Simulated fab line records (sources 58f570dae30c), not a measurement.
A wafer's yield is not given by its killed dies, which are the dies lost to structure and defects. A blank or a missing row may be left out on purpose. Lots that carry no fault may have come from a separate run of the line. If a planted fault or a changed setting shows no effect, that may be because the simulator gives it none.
Matching of chambers -- flow berkeleyCmos170 -- 3 sister chambers for UCB170_SPACER_CVD_00 on pecvd-04
The step deposits SiO2 from TEOS/O2, target thk 376 nm, time 47 s. 3 wafers are shown with their chamber, then 7 later ones without.

WAFERS WITH THEIR CHAMBER
wafer,chamber,heaterPowerW (W)
L326.5,0,250
L332.1,1,195
L332.2,2,334

WAFERS WHOSE CHAMBER IS MISSING
wafer,heaterPowerW (W)
L332.5,214
L337.2,336
L337.4,220
L337.6,238
L338.2,288
L338.3,214
L338.5,302

EACH ONE'S CHAMBER
wafer,from the rows above,in truth
L332.5,can't be placed: 1 or 0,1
L337.2,2,2
L337.4,can't be placed: 1 or 0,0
L337.6,can't be placed: 0 or 1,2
L338.2,can't be placed: 0 or 2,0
L338.3,can't be placed: 1 or 0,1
L338.5,can't be placed: 2 or 0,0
Placed correctly: 1 of 7. These rows do not allow placing 6 (true chamber among the candidates in 5). Wrongly placed: 0.
How it was worked out, from the rows above alone: a wafer's distance from a chamber is the root of the sum, over the readings, of the square of ((its reading less the chamber's mean) divided by the reading's scatter). If the next closest chamber is less than 2 further off than the closest, the wafer can't be placed; otherwise it belongs to the closest. For every chamber, the mean is computed from those of its wafers that are shown. The scatter: with one shown wafer a chamber, the root of the mean of the squares of how far each hidden wafer lies from its nearest shown one.
